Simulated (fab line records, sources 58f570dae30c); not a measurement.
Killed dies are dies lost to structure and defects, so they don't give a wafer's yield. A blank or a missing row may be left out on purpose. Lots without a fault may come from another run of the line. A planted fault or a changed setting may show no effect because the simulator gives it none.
Which tool did it? | flow berkeley_cmos170 | 13 lots, 39 wafers sampled, at 6 steps of a route of 331

WHAT THE GAUGES READ, wafer by wafer
UCB170_GATE_CD_MEAS_12: target cd 350 nm. Usual: cd_nm 350.4 nm, standard deviation 1.3.
lot  | measured     | on        | cd_nm (nm)        | flag
L592 | day 6 15:28  | cd_sem-02 | 351.2 350.3 349.9 |
L595 | day 7 05:22  | cd_sem-01 | 350.4 349.6 351.3 |
L594 | day 7 05:41  | cd_sem-02 | 350.1 350.2 349.0 |
L597 | day 7 19:17  | cd_sem-01 | 353.4 352.7 354.0 |
L596 | day 7 19:25  | cd_sem-02 | 350.0 350.0 349.3 |
L598 | day 8 05:14  | cd_sem-01 | 349.1 348.3 347.5 |
L602 | day 8 17:35  | cd_sem-01 | 348.6 347.0 347.4 |
L603 | day 8 17:41  | cd_sem-01 | 349.6 349.8 349.2 |
L600 | day 8 17:48  | cd_sem-01 | 349.4 349.7 350.4 |
L601 | day 8 18:16  | cd_sem-01 | 350.2 349.7 350.1 |
L608 | day 9 23:25  | cd_sem-01 | 349.8 351.1 352.2 |
L611 | day 10 14:08 | cd_sem-02 | 353.0 353.6 352.9 |
L613 | day 10 20:22 | cd_sem-01 | 349.6 349.8 348.8 |

UCB170_M2_CD_MEAS_15: target cd 700 nm. Usual: cd_nm 699.9 nm, standard deviation 1.4.
lot  | measured     | on        | cd_nm (nm)        | flag
L592 | day 8 08:28  | cd_sem-01 | 701.8 702.5 701.8 |
L595 | day 9 00:20  | cd_sem-01 | 700.3 701.2 701.2 |
L594 | day 9 00:52  | cd_sem-01 | 700.2 700.2 699.9 |
L597 | day 9 10:02  | cd_sem-01 | 696.7 696.4 697.0 |
L596 | day 9 06:04  | cd_sem-01 | 700.2 699.5 698.9 |
L598 | day 9 17:58  | cd_sem-01 | 699.4 699.3 699.1 |
L602 | day 10 05:01 | cd_sem-01 | 701.1 702.3 702.5 |
L603 | day 10 05:47 | cd_sem-02 | 700.0 698.3 699.3 |
L600 | day 10 05:33 | cd_sem-01 | 698.9 699.8 700.2 |
L601 | day 10 05:53 | cd_sem-01 | 700.7 701.1 701.6 |
L608 | day 11 12:56 | cd_sem-02 | 684.8 695.4 680.8 | OFF
L611 | day 12 01:03 | cd_sem-02 | 700.0 698.7 697.6 |
L613 | day 12 07:19 | cd_sem-02 | 700.6 701.0 701.5 |

UCB170_M2_CD_MEAS_90: target cd 700 nm. Usual: cd_nm 699.2 nm, standard deviation 2.3.
lot  | measured     | on        | cd_nm (nm)        | flag
L592 | day 8 08:57  | cd_sem-01 | 698.3 699.1 700.7 |
L595 | day 9 00:56  | cd_sem-01 | 700.6 698.8 698.8 |
L594 | day 9 01:25  | cd_sem-01 | 702.2 700.9 701.6 |
L597 | day 9 10:48  | cd_sem-01 | 695.1 698.3 695.1 |
L596 | day 9 06:47  | cd_sem-01 | 702.4 700.1 698.3 |
L598 | day 9 18:28  | cd_sem-01 | 696.1 700.3 700.1 |
L602 | day 10 05:30 | cd_sem-02 | 702.3 702.2 703.1 |
L603 | day 10 06:17 | cd_sem-01 | 699.1 695.1 697.3 |
L600 | day 10 06:02 | cd_sem-02 | 702.3 702.4 704.0 |
L601 | day 10 06:22 | cd_sem-02 | 696.6 700.9 699.1 |
L608 | day 11 13:36 | cd_sem-01 | 683.8 695.9 681.7 | OFF
L611 | day 12 01:43 | cd_sem-02 | 700.3 695.8 697.7 |
L613 | day 12 07:49 | cd_sem-01 | 696.2 699.4 696.8 |

UCB170_M3_OVL_MEAS_16. Usual: M3_OVL -3 nm, standard deviation 4.8.
lot  | measured     | on         | M3_OVL (nm) | flag
L592 | day 8 14:33  | overlay-01 | 6 -5 0      |
L595 | day 9 06:39  | overlay-02 | -7 -5 -3    |
L594 | day 9 09:43  | overlay-01 | -8 -3 -10   |
L597 | day 9 15:52  | overlay-02 | -7 -7 -6    |
L596 | day 9 12:00  | overlay-01 | 4 -1 -6     |
L598 | day 10 00:44 | overlay-02 | -4 -2 -7    |
L602 | day 10 12:16 | overlay-02 | -11 -7 -17  |
L603 | day 10 14:29 | overlay-02 | 3 2 6       |
L600 | day 10 13:52 | overlay-01 | 1 2 0       |
L601 | day 10 14:32 | overlay-01 | -6 -13 -11  |
L608 | day 11 18:20 | overlay-02 | 0 -8 -5     |
L611 | day 12 07:44 | overlay-02 | -10 -2 -2   |
L613 | day 12 14:32 | overlay-01 | -10 -8 0    |

WHICH TOOL RAN EACH LOT (tool, then ch and the chambers of the sampled wafers, then the start)
lot  | UCB170_M2_STRIP_07                   | UCB170_M2_EXPOSE_12
L592 | plasma_asher-03 ch 0,1, day 8 05:42  | krf_scanner-02 ch 0, day 8 08:04
L595 | plasma_asher-01 ch 0,1, day 8 22:56  | krf_scanner-01 ch 0, day 8 23:55
L594 | plasma_asher-03 ch 0,1, day 8 23:31  | krf_scanner-01 ch 0, day 9 00:28
L597 | plasma_asher-03 ch 0,1, day 9 08:08  | krf_scanner-02 ch 0, day 9 09:26
L596 | plasma_asher-02 ch 0,1, day 9 03:16  | krf_scanner-01 ch 0, day 9 04:56
L598 | plasma_asher-03 ch 0,1, day 9 16:33  | krf_scanner-01 ch 0, day 9 17:30
L602 | plasma_asher-02 ch 0,1, day 10 03:32 | krf_scanner-01 ch 0, day 10 04:28
L603 | plasma_asher-02 ch 0,1, day 10 04:16 | krf_scanner-02 ch 0, day 10 05:24
L600 | plasma_asher-03 ch 0,1, day 10 03:55 | krf_scanner-01 ch 0, day 10 05:00
L601 | plasma_asher-03 ch 0, day 10 04:20   | krf_scanner-02 ch 0, day 10 05:30
L608 | plasma_asher-02 ch 0,1, day 11 11:02 | krf_scanner-02 ch 0, day 11 12:28
L611 | plasma_asher-03 ch 0,1, day 11 22:52 | krf_scanner-01 ch 0, day 12 00:13
L613 | plasma_asher-02 ch 0,1, day 12 05:09 | krf_scanner-01 ch 0, day 12 06:34
- UCB170_M2_STRIP_07: strips in O2.
- UCB170_M2_EXPOSE_12: exposes mask METAL2, target cd 700 nm.

WHAT THE TOOLS THEMSELVES READ (means of the sampled wafers that have a number; where no wafer has one, the mark that the record gives instead)
UCB170_M2_STRIP_07. Usual: drypump_motor_current_A 5.95 A, standard deviation 0.23; oes_product_au 0.735 a.u., standard deviation 0.0048; strip_time_to_endpoint_s 21.96 s, standard deviation 0.052.
lot  | tool            | drypump_motor_current_A (A) | oes_product_au (a.u.) | strip_time_to_endpoint_s (s) | flag
L592 | plasma_asher-03 | 5.96                        | 0.736                 | 21.98                        |
L595 | plasma_asher-01 | 6.00                        | 0.735                 | 21.91                        |
L594 | plasma_asher-03 | 5.81                        | 0.732                 | 21.99                        |
L597 | plasma_asher-03 | 5.94                        | 0.733                 | 22.02                        |
L596 | plasma_asher-02 | 5.98                        | 0.734                 | 21.87                        |
L598 | plasma_asher-03 | 5.79                        | 0.740                 | 21.99                        |
L602 | plasma_asher-02 | 5.96                        | 0.732                 | 22.01                        |
L603 | plasma_asher-02 | 5.95                        | 0.731                 | 21.96                        |
L600 | plasma_asher-03 | 5.93                        | 0.738                 | 21.92                        |
L601 | plasma_asher-03 | 6.11                        | 0.739                 | 21.96                        |
L608 | plasma_asher-02 | 6.12                        | 0.733                 | 21.93                        |
L611 | plasma_asher-03 | 5.95                        | 0.735                 | 21.96                        |
L613 | plasma_asher-02 | 6.11                        | 0.734                 | 22.01                        |

UCB170_M2_EXPOSE_12. Usual: exposure_dose_mJ_cm2 25.988, standard deviation 0.024; focus_offset_nm -0.1 nm, standard deviation 0.58.
lot  | tool           | exposure_dose_mJ_cm2 | focus_offset_nm (nm) | flag
L592 | krf_scanner-02 | 25.976               | -0.3                 |
L595 | krf_scanner-01 | 25.991               | -0.8                 |
L594 | krf_scanner-01 | 26.006               | 0.8                  |
L597 | krf_scanner-02 | 25.950               | -0.1                 |
L596 | krf_scanner-01 | 25.969               | 0.2                  |
L598 | krf_scanner-01 | 26.001               | -1.0                 |
L602 | krf_scanner-01 | 26.015               | -0.2                 |
L603 | krf_scanner-02 | 26.015               | -0.3                 |
L600 | krf_scanner-01 | 25.998               | 0.2                  |
L601 | krf_scanner-02 | 25.995               | -0.7                 |
L608 | krf_scanner-02 | 25.488               | -0.3                 | OFF
L611 | krf_scanner-01 | 25.954               | 0.5                  |
L613 | krf_scanner-01 | 25.991               | -0.5                 |

THE ANSWER, worked out from the rows above alone
Rule: a lot is off if the mean of its wafers that have a number lies more than 3 standard deviations from the usual mean. A lot without any number at a reading at which 4 lots or more have one is off too. The other lots that the step has rows for count as sound. The gauges are gone through in route order, then the tools' own readings, and for those a lot's mean is taken as printed above. The first step at which some lot is off is used, and at that step the reading that is off furthest; a lot without a number counts as furthest.
Off: L608, at UCB170_M2_CD_MEAS_15 (cd_nm).
A tool fits if, at a process step before that reading, it ran every lot that is off, and no sound lot after the first of them. The gauges at UCB170_M2_CD_MEAS_15 aren't tried: what is off there is off at UCB170_M2_CD_MEAS_90 too, on other tools, and a gauge's error can't cause that. One fits: krf_scanner-02 at UCB170_M2_EXPOSE_12. Its last sound lot is L601 (day 10 05:30), its first lot that is off L608 (day 11 12:28): a fault that began between those two fits.
The tool's own readings at UCB170_M2_EXPOSE_12 bear it out: on the lots that are off they differ by more than 5 times the standard deviation of the sound lots' means. exposure_dose_mJ_cm2 reads 25.488 there against 25.988 on the sound lots.

WHAT THE SIMULATOR HAD PUT IN
Process parameter drift: krf_scanner-02, from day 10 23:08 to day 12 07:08, at UCB170_M2_EXPOSE_12. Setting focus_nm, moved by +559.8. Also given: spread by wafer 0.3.
Lots struck among those shown: L608. The rule above found the same.
